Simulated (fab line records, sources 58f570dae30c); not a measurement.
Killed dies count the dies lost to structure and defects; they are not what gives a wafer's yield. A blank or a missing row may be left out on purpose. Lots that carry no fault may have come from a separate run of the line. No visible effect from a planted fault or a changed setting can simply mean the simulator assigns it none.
fab line records    flow berkeley_cmos170
record: lots: 7  wafers: 21  last_day: 11
route steps=331 shown M2@282 V2@292
lots with no fault: from the same line, run without faults
start_h: hours from the record's opening day to when the first of the lot's shown wafers began    wait_h: hours from the lot's prior step to this one    " the same as in the row above    L1.1+2: one row covering several wafers at once    - either no value or no given start    * or withheld: withheld    < > ~ a bound
route shown NAME@n: NAME is a module with steps in the file, n the number in the route of the first one    usual: mean and standard deviation over wafers with no fault    same: alike in all rows    chamber/n: place in a boat    sites: each site's reading    _std_site: their standard deviation    _edge_site: outer sites' mean less inner sites'    radius_mm: for every site, how far away it sits from the centre of the wafer    mask NAME#n: copy n    behind: the most recent tool/chamber to have shaped the wafer    hold: cause of the lot's hold/its duration in hours/its outcome    device: whichever transistor did not switch (one of n, p or np)    end of line: tests of these same wafers at the route's end    step lacking rows: just its recipe    killed: dies lost to structure and defects at the first sort, not the wafer's yield    map: per-die view of a wafer (x killed, . not killed, _ where there is no die)
set.NAME: the run value of the setting; set.NAME@STEP: its run value at that earlier step    model.NAME: the simulator's own value behind a step, which no gauge read
certain route steps with their lots: each step a table, each wafer a row
services: when a tool's chamber went out of use (start_h, in hours from the record's first day, below 0 if earlier), for how many hours, and the reason
== steps ==
step: UCB170_M2_SOFTBAKE_11
recipe: resist: KrF  temp_c: 130  time_s: 60
step: UCB170_M2_EXPOSE_12
recipe: mask_id: METAL2  target_cd_nm: 700  na: 0.5  sigma_outer: 0.6  source_shape: conventional  dose_mj: 26
step: UCB170_M2_PEB_13
recipe: peb_temp_c: 130  peb_time_s: withheld  resist: KrF
step: UCB170_M2_DEVELOP_14
recipe: developer: TMAH  develop_time_s: 45  resist: KrF  dev_temp_c: 21
step: UCB170_M2_CD_MEAS_15
recipe: target_cd_nm: 700
usual: cd_nm: 699.9/1.3
lot.wafer  tool       chamber  start_h  wait_h  cd_nm
L606.3     cd_sem-01  -        155.69   -       699.4
L606.4     "          -        "        "       700.0
L606.6     "          -        "        "       699.1
L605.2     cd_sem-02  -        155.94   -       698.6
L605.3     "          -        "        "       698.5
L605.6     "          -        "        "       699.3
L607.1     cd_sem-01  -        173.78   -       699.9
L607.2     "          -        "        "       701.5
L607.3     "          -        "        "       699.5
L622.3     cd_sem-02  -        242.51   -       699.2
L622.5     "          -        "        "       697.7
L622.6     "          -        "        "       698.7
L623.1     cd_sem-01  -        256.27   -       701.5
L623.4     "          -        "        "       701.7
L623.5     "          -        "        "       701.3
L625.1     cd_sem-02  -        260.62   -       699.4
L625.3     "          -        "        "       699.6
L625.6     "          -        "        "       699.1
L626.2     cd_sem-01  -        267.32   -       700.5
L626.4     "          -        "        "       699.4
L626.5     "          -        "        "       699.1
step: UCB170_M2_OVL_MEAS_16
usual: M2_OVL: -4/5.2
lot.wafer  tool        chamber  start_h  wait_h  M2_OVL[nm]
L606.3     overlay-01  -        155.78   0.1     -4
L606.4     "           -        "        "       -2
L606.6     "           -        "        "       -4
L605.2     overlay-01  -        156.05   0.1     8
L605.3     "           -        "        "       2
L605.6     "           -        "        "       5
L607.1     overlay-01  -        173.90   0.1     2
L607.2     "           -        "        "       2
L607.3     "           -        "        "       1
L622.3     overlay-02  -        242.60   0.1     2
L622.5     "           -        "        "       -4
L622.6     "           -        "        "       -5
L623.1     overlay-01  -        256.39   0.1     -2
L623.4     "           -        "        "       -3
L623.5     "           -        "        "       -1
L625.1     overlay-02  -        260.74   0.1     -9
L625.3     "           -        "        "       -16
L625.6     "           -        "        "       -10
L626.2     overlay-01  -        267.43   0.1     -11
L626.4     "           -        "        "       -12
L626.5     "           -        "        "       -6
step: UCB170_M2_ETCH_17
recipe: chemistry: N2/H2  target_depth_a: withheld  overetch_a: withheld  target: BARC  time_s: withheld  source_w: 500  bias_w: 100  pressure_mtorr: 30  n2_flow_sccm: 100  h2_flow_sccm: 200
usual: drypump_motor_current_A: 5.7/0.54  oes_product_au: 0.997/0.025  throttle_valve_pct: 13.41/0.18
lot.wafer  tool         chamber  start_h  wait_h  drypump_motor_current_A  oes_product_au  throttle_valve_pct
L606.3     rie_diel-02  2        155.80   0.0     5.6                      0.981           13.29
L606.4     "            1        "        "       5.1                      0.970           13.47
L606.6     "            0        "        "       5.4                      1.031           13.38
L605.2     rie_diel-03  2        156.08   0.0     6.2                      0.980           13.62
L605.3     "            0        "        "       6.6                      0.986           13.06
L605.6     "            2        "        "       6.3                      0.983           13.62
L607.1     rie_diel-03  0        173.93   0.0     6.6                      1.000           13.05
L607.2     "            1        "        "       5.5                      1.023           13.54
L607.3     "            2        "        "       6.3                      0.991           13.62
L622.3     rie_diel-04  2        242.63   0.0     5.6                      1.060           13.75
L622.5     "            1        "        "       4.8                      0.960           13.39
L622.6     "            0        "        "       4.9                      1.013           13.24
L623.1     rie_diel-03  3        256.43   0.0     6.0                      0.975           13.52
L623.4     "            1        "        "       5.5                      1.019           13.52
L623.5     "            3        "        "       6.0                      0.986           13.53
L625.1     rie_diel-04  0        260.77   0.0     4.9                      1.009           13.26
L625.3     "            3        "        "       6.4                      1.012           13.34
L625.6     "            3        "        "       6.4                      1.004           13.34
L626.2     rie_diel-04  3        267.46   0.0     6.4                      1.016           13.35
L626.4     "            3        "        "       6.4                      1.011           13.33
L626.5     "            2        "        "       5.7                      1.052           13.75
step: UCB170_M2_METAL_ETCH_18
recipe: chemistry: Cl2/BCl3  target: Al  stop_on: SiO2  pressure_mtorr: 12  target_depth_a: 11700  over_etch_frac: 0.3  time_s: 195  icp_w: 600  bias_w: 120  Cl2_flow_sccm: 90  bcl3_flow_sccm: 45
usual: drypump_motor_current_A: 5.55/0.25  oes_product_au: 0.860/0.015  throttle_valve_pct: 24.43/0.24
same: time_s: 195
lot.wafer  tool          chamber  start_h  wait_h  drypump_motor_current_A  oes_product_au  rf_hours_counter_h  throttle_valve_pct
L606.3     rie_metal-03  1        155.91   -       5.51                     0.863           -                   24.71
L606.4     "             0        "        "       5.35                     0.838           -                   24.70
L606.6     "             1        "        "       5.52                     0.867           -                   24.72
L605.2     rie_metal-04  0        156.12   -       6.13                     0.827           6.4                 24.55
L605.3     "             0        "        "       6.14                     0.838           -                   24.56
L605.6     "             1        "        "       5.72                     0.852           -                   24.12
L607.1     rie_metal-03  0        173.97   -       5.36                     0.841           9.2                 24.68
L607.2     "             1        "        "       5.48                     0.882           9.6                 24.70
L607.3     "             0        "        "       5.40                     0.843           -                   24.68
L622.3     rie_metal-03  1        242.73   -       5.51                     0.874           -                   24.71
L622.5     "             1        "        "       5.54                     0.878           -                   24.72
L622.6     "             0        "        "       5.36                     0.835           -                   24.66
L623.1     rie_metal-04  1        256.47   -       5.75                     0.855           7.4                 24.13
L623.4     "             1        "        "       5.73                     0.850           -                   24.13
L623.5     "             1        "        "       5.75                     0.857           -                   24.13
L625.1     rie_metal-04  1        260.82   -       5.72                     0.873           7.8                 24.12
L625.3     "             1        "        "       5.73                     0.869           -                   24.13
L625.6     "             1        "        "       5.71                     0.874           -                   24.11
L626.2     rie_metal-02  1        267.50   -       5.28                     0.868           8.4                 24.38
L626.4     "             1        "        "       5.27                     0.866           -                   24.38
L626.5     "             0        "        "       5.52                     0.868           -                   24.17
step: UCB170_M2_STRIP_19
recipe: chemistry: O2  power_w: 400  pressure_mtorr: 3500  platen_temp_c: withheld  o2_flow_sccm: 400  overash_fraction: 0.5
usual: drypump_motor_current_A: 5.7/0.43  o2_flow_sccm: 399.8/1.3  oes_product_au: 0.553/0.021
same: overash_fraction: 0.5
lot.wafer  tool             chamber  start_h  wait_h  drypump_motor_current_A  o2_flow_sccm  oes_product_au  rf_hours_counter_h
L606.3     plasma_asher-04  1        156.07   0.1     5.0                      399.5         0.543           -
L606.4     "                0        "        "       5.4                      400.7         0.515           -
L606.6     "                0        "        "       5.4                      400.8         0.549           -
L605.2     plasma_asher-04  1        156.31   0.1     5.0                      401.9         0.547           38
L605.3     "                0        "        "       5.4                      397.9         0.541           -
L605.6     "                1        "        "       5.0                      400.4         0.560           -
L607.1     plasma_asher-01  0        174.16   0.1     5.6                      399.4         0.520           42
L607.2     "                1        "        "       6.3                      397.3         0.536           42
L607.3     "                1        "        "       6.3                      399.3         0.513           -
L622.3     plasma_asher-02  0        242.89   0.1     5.8                      400.5         0.552           -
L622.5     "                0        "        "       5.8                      397.9         0.550           -
L622.6     "                1        "        "       5.8                      400.3         0.516           -
L623.1     plasma_asher-02  0        256.85   0.3     5.8                      400.1         0.568           16
L623.4     "                0        "        "       5.8                      398.9         0.558           -
L623.5     "                0        "        "       5.8                      396.9         0.556           -
L625.1     plasma_asher-04  1        261.19   0.3     5.0                      401.5         0.565           48
L625.3     "                0        "        "       5.4                      400.5         0.575           -
L625.6     "                0        "        "       5.4                      399.5         0.580           -
L626.2     plasma_asher-01  1        267.69   0.1     6.3                      402.6         0.560           54
L626.4     "                0        "        "       5.5                      401.2         0.559           -
L626.5     "                1        "        "       6.3                      402.1         0.566           -
step: UCB170_M2_CD_MEAS_90
recipe: target_cd_nm: 700
usual: cd_nm: 700/3.9
lot.wafer  tool       chamber  start_h  wait_h  cd_nm
L606.3     cd_sem-02  -        156.17   0.1     698
L606.4     "          -        "        "       692
L606.6     "          -        "        "       699
L605.2     cd_sem-01  -        156.43   0.1     702
L605.3     "          -        "        "       700
L605.6     "          -        "        "       705
L607.1     cd_sem-01  -        174.26   0.1     691
L607.2     "          -        "        "       700
L607.3     "          -        "        "       693
L622.3     cd_sem-01  -        243.00   0.1     700
L622.5     "          -        "        "       700
L622.6     "          -        "        "       692
L623.1     cd_sem-02  -        256.95   0.1     706
L623.4     "          -        "        "       703
L623.5     "          -        "        "       707
L625.1     cd_sem-02  -        261.29   0.1     700
L625.3     "          -        "        "       702
L625.6     "          -        "        "       699
L626.2     cd_sem-02  -        267.81   0.1     702
L626.4     "          -        "        "       696
L626.5     "          -        "        "       698
step: UCB170_V2_CVD_00
recipe: material: SiO2  target_thk_nm: 2000  temp_c: 390  precursor: TEOS/O2  time_s: 250  rf_w: 550  pressure_mtorr: 9000
usual: heater_power_w: 237/49
same: time_s: 250
lot.wafer  tool      chamber  start_h  wait_h  heater_power_w
L606.3     pecvd-01  2        156.25   0.1     336
L606.4     "         0        "        "       285
L606.6     "         1        "        "       192
L605.2     pecvd-03  2        156.53   0.1     185
L605.3     "         0        "        "       221
L605.6     "         0        "        "       162
L607.1     pecvd-04  0        174.38   0.1     177
L607.2     "         1        "        "       268
L607.3     "         2        "        "       303
L622.3     pecvd-01  1        243.08   0.1     280
L622.5     "         0        "        "       202
L622.6     "         2        "        "       263
L623.1     pecvd-03  1        257.07   0.1     217
L623.4     "         0        "        "       234
L623.5     "         1        "        "       282
L625.1     pecvd-03  0        261.41   0.1     232
L625.3     "         1        "        "       258
L625.6     "         0        "        "       158
L626.2     pecvd-04  1        267.91   0.1     206
L626.4     "         0        "        "       159
L626.5     "         1        "        "       275
step: UCB170_V2_THK_MEAS_01
recipe: reads: SiO2_of_V2_CVD_00
usual: V2_TEOS_THK: 2011/29
lot.wafer  tool           chamber  start_h  wait_h  V2_TEOS_THK[nm]
L606.3     film_metro-03  -        156.43   0.1     2003
L606.4     "              -        "        "       2071
L606.6     "              -        "        "       2004
L605.2     film_metro-02  -        156.69   0.1     1947
L605.3     "              -        "        "       1997
L605.6     "              -        "        "       2041
L607.1     film_metro-02  -        174.54   0.1     2011
L607.2     "              -        "        "       2013
L607.3     "              -        "        "       2044
L622.3     film_metro-03  -        243.25   0.1     1956
L622.5     "              -        "        "       2024
L622.6     "              -        "        "       2026
L623.1     film_metro-02  -        257.22   0.1     2029
L623.4     "              -        "        "       2021
L623.5     "              -        "        "       2065
L625.1     film_metro-02  -        261.57   0.1     2002
L625.3     "              -        "        "       2007
L625.6     "              -        "        "       2019
L626.2     film_metro-04  -        268.07   0.1     1976
L626.4     "              -        "        "       2001
L626.5     "              -        "        "       2028
step: UCB170_V2_CMP_02
recipe: material: SiO2  down_force_psi: 6  platen_rpm: 60  pad_velocity_m_s: 0.75398
usual: motor_current_A: 16.2/1.1
lot.wafer  tool    chamber  start_h  wait_h  motor_current_A  model.SiO2_of_V2_CVD_00.thk_nm
L606.4     cmp-02  0        156.47   0.0     14.6             999.6
L606.3     "       2        "        "       18.8             998.7
L606.6     "       0        "        "       15.3             999.1
L605.2     cmp-01  3        156.74   0.0     15.1             1001
L605.3     "       2        "        "       16.4             1001
L605.6     "       3        "        "       15.6             1000
L607.2     cmp-01  2        174.60   0.0     16.5             1001
L607.3     "       0        "        "       16.1             1001
L607.1     "       1        "        "       16.4             1001
L622.3     cmp-01  1        243.29   0.0     16.4             1251
L622.6     "       1        "        "       16.3             1252
L622.5     "       2        "        "       15.8             1251
L623.1     cmp-01  2        257.38   0.1     16.5             1251
L623.4     "       3        "        "       15.9             1251
L623.5     "       0        "        "       15.2             1251
L625.1     cmp-01  0        261.63   0.1     15.4             1251
L625.3     "       1        "        "       16.2             1250
L625.6     "       0        "        "       15.9             1252
L626.2     cmp-02  1        268.12   0.0     15.9             1002
L626.4     "       2        "        "       19.0             1000
L626.5     "       1        "        "       15.1             1003
step: UCB170_V2_BOW_MEAS_03
recipe: mode: bow
usual: V2_BOW: 35/7.2
lot.wafer  tool           chamber  start_h  wait_h  V2_BOW[um]
L606.3     film_metro-04  -        156.83   0.2     28
L606.4     "              -        "        "       39
L606.6     "              -        "        "       30
L605.2     film_metro-02  -        157.06   0.3     39
L605.3     "              -        "        "       31
L605.6     "              -        "        "       32
L607.1     film_metro-03  -        174.90   0.1     44
L607.2     "              -        "        "       34
L607.3     "              -        "        "       28
L622.3     film_metro-04  -        243.63   0.3     41
L622.5     "              -        "        "       37
L622.6     "              -        "        "       45
L623.1     film_metro-02  -        257.58   0.1     33
L623.4     "              -        "        "       24
L623.5     "              -        "        "       34
L625.1     film_metro-03  -        261.93   0.2     50
L625.3     "              -        "        "       48
L625.6     "              -        "        "       45
L626.2     film_metro-02  -        268.44   0.3     32
L626.4     "              -        "        "       37
L626.5     "              -        "        "       45
step: UCB170_V2_THK_MEAS_04
recipe: reads: SiO2_of_V2_CVD_00
usual: V2_POLISHED_THK: 1001.0/1
lot.wafer  tool           chamber  start_h  wait_h  V2_POLISHED_THK[nm]
L606.3     film_metro-04  -        156.93   0.1     998.4
L606.4     "              -        "        "       999.4
L606.6     "              -        "        "       998.4
L605.2     film_metro-02  -        157.17   0.1     1001.1
L605.3     "              -        "        "       1001.0
L605.6     "              -        "        "       1000.4
L607.1     film_metro-03  -        175.02   0.1     999.7
L607.2     "              -        "        "       1000.8
L607.3     "              -        "        "       1000.7
L622.3     film_metro-04  -        243.73   0.1     1251.8
L622.5     "              -        "        "       1251.1
L622.6     "              -        "        "       1250.8
L623.1     film_metro-02  -        257.70   0.1     1251.9
L623.4     "              -        "        "       1251.2
L623.5     "              -        "        "       1250.3
L625.1     film_metro-03  -        262.05   0.1     1251.1
L625.3     "              -        "        "       1250.8
L625.6     "              -        "        "       1251.1
L626.2     film_metro-02  -        268.55   0.1     1000.9
L626.4     "              -        "        "       1001.3
L626.5     "              -        "        "       1003.5
step: UCB170_V2_CLEAN_05
recipe: chemistry: DIW
step: UCB170_V2_HMDS_06
recipe: prime_time_s: 60  prime_temp_c: 100
step: UCB170_V2_COAT_07
recipe: resist: KrF  spin_rpm: 1500  resist_thk_nm: 900
step: UCB170_V2_SOFTBAKE_08
recipe: resist: KrF  temp_c: 130  time_s: 60
step: UCB170_V2_EXPOSE_09
recipe: mask_id: VIA2  target_cd_nm: 700  na: 0.5  sigma_outer: 0.6  source_shape: conventional  dose_mj: 37
step: UCB170_V2_PEB_10
recipe: peb_temp_c: 130  peb_time_s: withheld  resist: KrF
step: UCB170_V2_DEVELOP_11
recipe: developer: TMAH  develop_time_s: 45  resist: KrF  dev_temp_c: 21
step: UCB170_V2_CD_MEAS_12
recipe: target_cd_nm: 700
usual: cd_nm: 699.6/1.3
lot.wafer  tool       chamber  start_h  wait_h  cd_nm
L606.3     cd_sem-01  -        158.16   -       698.4
L606.4     "          -        "        "       698.3
L606.6     "          -        "        "       698.7
L605.2     cd_sem-02  -        158.38   -       699.8
L605.3     "          -        "        "       701.0
L605.6     "          -        "        "       700.4
L607.1     cd_sem-01  -        176.15   -       702.3
L607.2     "          -        "        "       702.1
L607.3     "          -        "        "       701.4
L622.3     cd_sem-02  -        244.85   -       700.3
L622.5     "          -        "        "       699.0
L622.6     "          -        "        "       700.6
L623.1     cd_sem-01  -        259.90   -       699.7
L623.4     "          -        "        "       699.7
L623.5     "          -        "        "       699.6
L625.1     cd_sem-02  -        263.55   -       698.9
L625.3     "          -        "        "       700.2
L625.6     "          -        "        "       698.9
L626.2     cd_sem-02  -        269.79   -       698.4
L626.4     "          -        "        "       698.5
L626.5     "          -        "        "       698.5
step: UCB170_V2_OVL_MEAS_13
usual: V2_OVL: -3/6.5
lot.wafer  tool        chamber  start_h  wait_h  V2_OVL[nm]
L606.3     overlay-02  -        158.26   0.1     5
L606.4     "           -        "        "       -8
L606.6     "           -        "        "       -14
L605.2     overlay-01  -        158.49   0.1     5
L605.3     "           -        "        "       -1
L605.6     "           -        "        "       7
L607.1     overlay-02  -        176.27   0.1     -10
L607.2     "           -        "        "       4
L607.3     "           -        "        "       -11
L622.3     overlay-01  -        244.94   0.1     -1
L622.5     "           -        "        "       4
L622.6     "           -        "        "       -9
L623.1     overlay-01  -        260.02   0.1     -11
L623.4     "           -        "        "       8
L623.5     "           -        "        "       -4
L625.1     overlay-02  -        263.67   0.1     -6
L625.3     "           -        "        "       -3
L625.6     "           -        "        "       4
L626.2     overlay-01  -        269.89   0.1     -2
L626.4     "           -        "        "       -10
L626.5     "           -        "        "       -2
step: UCB170_V2_ETCH_14
recipe: chemistry: CHF3/CF4/Ar  target: SiO2  stop_on: Al  CHF3_flow_sccm: 45  cf4_flow_sccm: 15  Ar_flow_sccm: 150  pressure_mtorr: 200  rf_w: 700  target_depth_a: 12500  over_etch_frac: 0.25  time_s: 291
usual: CHF3_flow_sccm: 45.00/0.14  drypump_motor_current_A: 5.7/0.36  oes_product_au: 0.878/0.015  throttle_valve_pct: 6.96/0.13
same: time_s: 291
lot.wafer  tool         chamber  start_h  wait_h  CHF3_flow_sccm  drypump_motor_current_A  oes_product_au  rf_hours_counter_h  throttle_valve_pct  model.etch.depth_nm  model.V2.feature_depth_nm
L606.3     rie_diel-02  0        158.28   0.0     44.95           5.4                      0.895           8                   6.92                998.7                999
L606.4     "            3        "        "       44.95           5.2                      0.864           33                  7.04                999.6                999.6
L606.6     "            0        "        "       44.86           5.4                      0.889           -                   6.92                999.1                999.4
L605.2     rie_diel-03  2        158.52   0.0     45.00           6.3                      0.889           134                 7.14                1001                 1001
L605.3     "            3        "        "       45.09           6.0                      0.858           101                 7.15                1001                 1001
L605.6     "            1        "        "       45.25           5.5                      0.879           -                   7.07                1000                 1001
L607.1     rie_diel-01  2        176.30   0.0     45.16           5.9                      0.904           111                 6.99                1001                 1001
L607.2     "            1        "        "       45.21           5.7                      0.869           3                   6.79                1001                 1001
L607.3     "            3        "        "       44.87           5.7                      0.893           52                  6.97                1001                 1001
L622.3     rie_diel-02  3        244.96   0.0     44.93           5.3                      0.981           37                  7.05                1223                 1223
L622.5     "            2        "        "       44.82           5.5                      0.968           -                   6.98                1247                 1247
L622.6     "            1        "        "       45.23           5.1                      0.977           -                   7.08                1231                 1231
L623.1     rie_diel-01  1        260.05   0.0     44.77           5.7                      0.975           8                   6.78                1245                 1245
L623.4     "            3        "        "       45.29           5.8                      1.012           57                  6.98                1251                 1251
L623.5     "            0        "        "       45.00           5.2                      1.003           -                   6.76                1232                 1232
L625.1     rie_diel-02  0        263.71   0.0     44.74           5.4                      1.015           13                  6.92                1248                 1248
L625.3     "            1        "        "       45.07           5.1                      0.966           80                  7.08                1216                 1216
L625.6     "            2        "        "       44.80           5.6                      0.969           -                   6.98                1241                 1241
L626.2     rie_diel-01  1        269.92   0.0     45.08           5.7                      0.866           9                   6.77                1002                 1002
L626.4     "            3        "        "       44.83           5.8                      0.885           57                  6.98                1000                 1001
L626.5     "            3        "        "       44.95           5.8                      0.894           -                   6.99                1003                 1004
step: UCB170_V2_STRIP_15
recipe: chemistry: O2  power_w: 400  pressure_mtorr: 3500  platen_temp_c: withheld  o2_flow_sccm: 400  overash_fraction: 0.5
usual: drypump_motor_current_A: 5.9/0.34  o2_flow_sccm: 400.1/1.2  oes_product_au: 0.722/0.0047  strip_time_to_endpoint_s: 15.34/0.11
same: overash_fraction: 0.5
lot.wafer  tool             chamber  start_h  wait_h  drypump_motor_current_A  o2_flow_sccm  oes_product_au  rf_hours_counter_h  strip_time_to_endpoint_s
L606.3     plasma_asher-03  0        158.49   0.1     5.6                      401.6         0.721           -                   15.25
L606.4     "                1        "        "       6.4                      400.4         0.727           -                   15.50
L606.6     "                1        "        "       6.4                      398.6         0.717           -                   15.22
L605.2     plasma_asher-02  0        158.70   0.1     5.8                      402.4         0.719           6                   15.41
L605.3     "                0        "        "       5.8                      403.2         0.716           -                   15.34
L605.6     "                0        "        "       5.8                      400.8         0.718           -                   15.19
L607.1     plasma_asher-03  0        176.48   0.1     5.6                      399.8         0.710           48                  15.21
L607.2     "                1        "        "       6.3                      399.9         0.722           48                  15.21
L607.3     "                0        "        "       5.6                      398.4         0.730           -                   15.19
L622.3     plasma_asher-01  0        245.17   0.1     5.5                      398.9         0.721           -                   15.48
L622.5     "                0        "        "       5.5                      399.8         0.719           -                   15.33
L622.6     "                1        "        "       6.3                      399.7         0.725           -                   15.42
L623.1     plasma_asher-03  1        260.23   0.1     6.3                      401.7         0.725           59                  15.32
L623.4     "                0        "        "       5.6                      399.0         0.724           -                   15.19
L623.5     "                1        "        "       6.4                      401.3         0.713           -                   15.44
L625.1     plasma_asher-01  0        263.88   0.1     5.5                      398.9         0.728           53                  15.42
L625.3     "                0        "        "       5.5                      401.5         0.728           -                   15.51
L625.6     "                1        "        "       6.3                      400.6         0.722           -                   15.46
L626.2     plasma_asher-02  0        270.10   0.1     5.8                      399.9         0.721           18                  15.40
L626.4     "                1        "        "       5.8                      398.3         0.725           -                   15.25
L626.5     "                0        "        "       5.8                      398.7         0.733           -                   15.28
== services ==
tool             chamber  start_h  hours  kind
rie_metal-02     -        140.98   28.1   pm
rie_diel-01      0        142.40   44.4   repair
plasma_asher-01  -        148.06   14.6   pm
plasma_asher-04  -        150.25   2.8    pm
rie_metal-04     -        150.98   0.6    repair
rie_diel-01      -        152.03   4.4    repair
pecvd-04         -        154.81   2.8    pm
rie_metal-03     -        155.14   0.3    repair
rie_diel-01      -        156.83   0.5    repair
plasma_asher-04  -        164.85   29.1   pm
pecvd-03         2        182.30   21.0   repair
rie_diel-02      1        184.06   2.1    repair
rie_diel-03      -        185.31   2.1    repair
plasma_asher-01  -        193.15   0.9    repair
rie_metal-02     -        213.22   1.3    repair
rie_diel-03      2        215.00   13.8   repair
plasma_asher-02  -        217.50   15.6   pm
rie_metal-02     -        223.08   0.2    repair
cmp-01           -        232.00   4.0    pm
cmp-01           -        236.00   -      consumable_replace:conditioner
cmp-01           -        236.00   -      consumable_replace:pad
pecvd-03         -        242.50   14.0   pm
rie_diel-04      -        254.76   0.3    repair
rie_metal-03     -        255.78   2.8    pm
== key ==
first_sign: step: UCB170_V2_THK_MEAS_04  reading: V2_POLISHED_THK  direction: up  sigmas: 99+  usual: 1001.0  struck: 1251.1
effect: step: UCB170_V2_ETCH_14  reading: oes_product_au  direction: up  sigmas: 6.9  usual: 0.878  struck: 0.985
model_effect: step: UCB170_V2_CMP_02  value: SiO2_of_V2_CVD_00.thk_nm  without: 1001  struck: 1251
model_effect: step: UCB170_V2_ETCH_14  value: etch.depth_nm  without: 1001  struck: 1237
met_at UCB170_V2_CMP_02
struck_wafers L622.3,L622.5,L622.6,L623.1,L623.4,L623.5,L625.1,L625.3,L625.6
later_rows_left_out L622.3,L622.5,L622.6,L623.5,L625.3,L625.6
sort_left_out L622.3,L622.5,L622.6,L623.1,L623.4,L623.5,L625.1,L625.3,L625.6
onset_between 174.60 243.29
fault: kind: process_parameter_drift  tool: cmp-01  chamber: -  onset_h: 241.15  steps: UCB170_V2_CMP_02  channel: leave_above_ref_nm  offset: 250  shape: step  end_h: 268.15  acts_in: these_recipes_only  stated: 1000
sort_left_out: the simulated sort isn't trusted on such a fault, so these wafers' sort isn't shown, and their yield isn't known
later_rows_left_out: the simulator's readings of these wafers behind a module that went badly wrong aren't trusted and aren't shown, but for the sort
